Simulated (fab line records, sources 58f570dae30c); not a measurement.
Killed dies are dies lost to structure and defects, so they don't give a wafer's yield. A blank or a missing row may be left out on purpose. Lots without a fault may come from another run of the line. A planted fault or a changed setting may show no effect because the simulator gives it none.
Problem report in the 8D (eight disciplines) form, filled by code | flow berkeley_cmos170 | the parts of the form that need people (team, actions taken, sign-off) are left out

1. THE PROBLEM
bias_w at UCB170_M3_METAL_ETCH_18 reads a mean of 102.0 W on 4 wafers of 2 lots; wafers without a fault read 120.0 W with a standard deviation of 0.39. That is -46 standard deviations from the usual mean.
The step: etches Al in Cl2/BCl3, stops on SiO2, target depth 1170 nm, time 195 s.
First seen on wafer L727.1, day 10 14:34, on rie_metal-03. The record holds 18 wafers of 6 lots with a number at this step. Rule for "out", or "out of limits": more than 4 standard deviations from the usual mean. The other wafers with a number count as sound.

2. WHAT IT IS AND WHAT IT IS NOT
question                    | is                             | is not
which readings at this step | bias_w                         | drypump_motor_current_A, rf_fwd_power_W, throttle_valve_pct
which lots                  | L727, L731                     | L720, L721, L734, L735
which wafers of those lots  | L727.1, L727.4, L731.3, L731.6 | L727.5, L731.4
read on which tools         | rie_metal-03                   | rie_metal-02
when                        | from day 10 14:34              | up to then (7 sound wafers); but 7 sound wafers of L731, L734, L735 came after

3. SUSPECTS, AND WHAT RULES EACH OUT
Counting: a tool at a process step up to the reading stays a suspect if it ran every lot that is out. Sound lots after the first of them don't rule it out here, since some wafers of a struck lot are sound.
- rie_metal-03 at UCB170_M3_METAL_ETCH_18 (etches Al in Cl2/BCl3, stops on SiO2, target depth 1170 nm, time 195 s): kept. It ran every lot that is out, first L727 (day 10 14:34); its last sound lot up to then is L721 (day 9 20:20). Its own readings are out on those wafers: bias_w.
- Within rie_metal-03 at UCB170_M3_METAL_ETCH_18: the wafers that are out ran in chamber 1; their sound lot-mates ran in chamber 0.
Left after counting: rie_metal-03 at UCB170_M3_METAL_ETCH_18.

4. THE CAUSE (what the simulator had put in)
Process parameter drift: rie_metal-03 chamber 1, from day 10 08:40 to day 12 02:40, at UCB170_M3_METAL_ETCH_18. Setting bias_w, moved by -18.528, from 120. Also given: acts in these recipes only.
Counting left only this tool.

5. THE CHAIN OF EFFECTS, in route order
Each row: a reading whose mean over the struck wafers that have a number lies more than 3 standard deviations from the usual. Only readings for which the record gives a usual standard deviation are gone through. hours: the time from each lot's start at the first step in this table that gives one to its start at this step, as a median over the lots. sigmas: the change in usual standard deviations.
hours | step                    | reading | usual   | on struck wafers | change | sigmas
0     | UCB170_M3_METAL_ETCH_18 | bias_w  | 120.0 W | 102.0            | -18.0  | -46
The process steps in it:
- UCB170_M3_METAL_ETCH_18: etches Al in Cl2/BCl3, stops on SiO2, target depth 1170 nm, time 195 s.

6. WHAT WOULD HAVE CAUGHT IT SOONER
In this record the first reading out of limits was taken at day 10 14:34, 6 hours after the fault began at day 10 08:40.
